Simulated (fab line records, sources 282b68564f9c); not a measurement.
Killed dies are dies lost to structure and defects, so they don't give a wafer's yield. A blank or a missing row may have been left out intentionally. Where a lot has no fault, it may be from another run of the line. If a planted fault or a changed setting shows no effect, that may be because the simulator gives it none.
Which tool did it? || flow rit_cmos || 13 lots with 39 wafers sampled at 3 steps, on a route of 202 steps

## WHAT THE GAUGES READ, wafer by wafer
RIT_NWELL_TW_MEAS_10. Usual: for NWELL_TW the level is 2128 and the standard deviation is 25.
{"lot": "L734", "measured": "day 1 21:32", "on": "film_metro-01", "NWELL_TW": "2085 2093 2095", "flag": ""}
{"lot": "L735", "measured": "day 2 03:37", "on": "film_metro-02", "NWELL_TW": "2145 2147 2153", "flag": ""}
{"lot": "L736", "measured": "day 2 11:09", "on": "film_metro-04", "NWELL_TW": "2142 2143 2147", "flag": ""}
{"lot": "L737", "measured": "day 2 15:07", "on": "film_metro-04", "NWELL_TW": "2142 2140 2135", "flag": ""}
{"lot": "L738", "measured": "day 2 22:16", "on": "film_metro-01", "NWELL_TW": "2104 2097 2099", "flag": ""}
{"lot": "L739", "measured": "day 3 01:22", "on": "film_metro-02", "NWELL_TW": "2672 2681 2692 2693 2674 2684", "flag": "OFF"}
{"lot": "L740", "measured": "day 3 04:32", "on": "film_metro-01", "NWELL_TW": "2084 2102 2092", "flag": ""}
{"lot": "L744", "measured": "day 4 00:39", "on": "film_metro-01", "NWELL_TW": "2601 2608 2631 2594 2617 2620", "flag": "OFF"}
{"lot": "L745", "measured": "day 4 07:36", "on": "film_metro-04", "NWELL_TW": "2660 2653 2664 2670 2668 2664", "flag": "OFF"}
{"lot": "L748", "measured": "day 4 20:21", "on": "film_metro-04", "NWELL_TW": "2140 2143 2134", "flag": ""}
{"lot": "L752", "measured": "day 5 17:04", "on": "film_metro-01", "NWELL_TW": "2101 2089 2091", "flag": ""}
{"lot": "L753", "measured": "day 5 20:35", "on": "film_metro-01", "NWELL_TW": "2100 2107 2091", "flag": ""}
{"lot": "L756", "measured": "day 6 15:26", "on": "film_metro-04", "NWELL_TW": "2155 2158 2164", "flag": ""}

RIT_WELLDRIVE_RS_MEAS_01: a four-point-probe measurement. Usual: for NWELL_RS the level is 275.5 ohm/sq and the standard deviation is 0.7.
{"lot": "L734", "measured": "day 2 04:25", "on": "film_metro-01", "NWELL_RS (ohm/sq)": "275.8 275.8 275.9", "flag": ""}
{"lot": "L735", "measured": "day 2 11:16", "on": "film_metro-01", "NWELL_RS (ohm/sq)": "275.4 274.6 276.0", "flag": ""}
{"lot": "L736", "measured": "day 2 17:53", "on": "film_metro-01", "NWELL_RS (ohm/sq)": "276.0 276.5 276.3", "flag": ""}
{"lot": "L737", "measured": "day 2 23:11", "on": "film_metro-04", "NWELL_RS (ohm/sq)": "275.9 276.9 275.2", "flag": ""}
{"lot": "L738", "measured": "day 3 05:16", "on": "film_metro-04", "NWELL_RS (ohm/sq)": "275.9 275.1 276.0", "flag": ""}
{"lot": "L739", "measured": "day 3 12:52", "on": "film_metro-04", "NWELL_RS (ohm/sq)": "183.2 182.8 182.7 183.0 183.0 182.5", "flag": "OFF"}
{"lot": "L740", "measured": "day 3 12:50", "on": "film_metro-04", "NWELL_RS (ohm/sq)": "275.6 273.5 275.1", "flag": ""}
{"lot": "L744", "measured": "day 4 12:14", "on": "film_metro-04", "NWELL_RS (ohm/sq)": "182.9 182.6 182.6 182.8 182.8 182.8", "flag": "OFF"}
{"lot": "L745", "measured": "day 4 17:02", "on": "film_metro-02", "NWELL_RS (ohm/sq)": "182.7 182.1 183.1 182.9 182.7 182.8", "flag": "OFF"}
{"lot": "L748", "measured": "day 5 03:19", "on": "film_metro-01", "NWELL_RS (ohm/sq)": "275.7 275.3 276.0", "flag": ""}
{"lot": "L752", "measured": "day 5 23:56", "on": "film_metro-04", "NWELL_RS (ohm/sq)": "275.8 276.1 276.3", "flag": ""}
{"lot": "L753", "measured": "day 6 04:47", "on": "film_metro-01", "NWELL_RS (ohm/sq)": "276.2 275.7 275.6", "flag": ""}
{"lot": "L756", "measured": "day 6 23:04", "on": "film_metro-02", "NWELL_RS (ohm/sq)": "274.8 275.2 274.8", "flag": ""}

## TOOL THAT RAN EACH LOT (tool first, then ch and the chambers of the sampled wafers, then the start)
{"lot": "L734", "RIT_NWELL_IMPLANT_08": "implanter-04 ch 0, day 1 21:15"}
{"lot": "L735", "RIT_NWELL_IMPLANT_08": "implanter-04 ch 0, day 2 03:19"}
{"lot": "L736", "RIT_NWELL_IMPLANT_08": "implanter-02 ch 0, day 2 10:50"}
{"lot": "L737", "RIT_NWELL_IMPLANT_08": "implanter-02 ch 0, day 2 14:49"}
{"lot": "L738", "RIT_NWELL_IMPLANT_08": "implanter-01 ch 0, day 2 21:59"}
{"lot": "L739", "RIT_NWELL_IMPLANT_08": "implanter-04 ch 0, day 3 00:44"}
{"lot": "L740", "RIT_NWELL_IMPLANT_08": "implanter-01 ch 0, day 3 04:13"}
{"lot": "L744", "RIT_NWELL_IMPLANT_08": "implanter-02 ch 0, day 4 00:01"}
{"lot": "L745", "RIT_NWELL_IMPLANT_08": "implanter-01 ch 0, day 4 06:58"}
{"lot": "L748", "RIT_NWELL_IMPLANT_08": "implanter-04 ch 0, day 4 20:04"}
{"lot": "L752", "RIT_NWELL_IMPLANT_08": "implanter-04 ch 0, day 5 16:45"}
{"lot": "L753", "RIT_NWELL_IMPLANT_08": "implanter-02 ch 0, day 5 20:17"}
{"lot": "L756", "RIT_NWELL_IMPLANT_08": "implanter-04 ch 0, day 6 15:07"}
- RIT_NWELL_IMPLANT_08

## AS READ BY THE TOOLS THEMSELVES (means over the sampled wafers that have a number; for cases with no such wafer, the mark the record gives instead)
The record holds no such reading with a usual standard deviation.

## THE ANSWER, worked out from the rows above alone
Rule: a lot counts as off when the mean over its wafers that have a number is more than 3 standard deviations away from the usual mean. Also off: a lot with no number at a reading for which 4 or more lots have one. The other lots that the step has rows for count as sound. After the gauges, taken in route order, come the tools' own readings; for these a lot's mean is taken, as printed above. The first step at which some lot is off is used, and at that step the reading that is off furthest; a lot without a number counts as furthest.
Off: L739, L744, L745, at RIT_NWELL_TW_MEAS_10 (NWELL_TW).
A tool fits if, at a process step before that reading, it ran every lot that is off, and no sound lot after the first of them. The gauges at RIT_NWELL_TW_MEAS_10 are tried like those tools. None of those tried fits.

## WHAT HAD BEEN PUT IN BY THE SIMULATOR
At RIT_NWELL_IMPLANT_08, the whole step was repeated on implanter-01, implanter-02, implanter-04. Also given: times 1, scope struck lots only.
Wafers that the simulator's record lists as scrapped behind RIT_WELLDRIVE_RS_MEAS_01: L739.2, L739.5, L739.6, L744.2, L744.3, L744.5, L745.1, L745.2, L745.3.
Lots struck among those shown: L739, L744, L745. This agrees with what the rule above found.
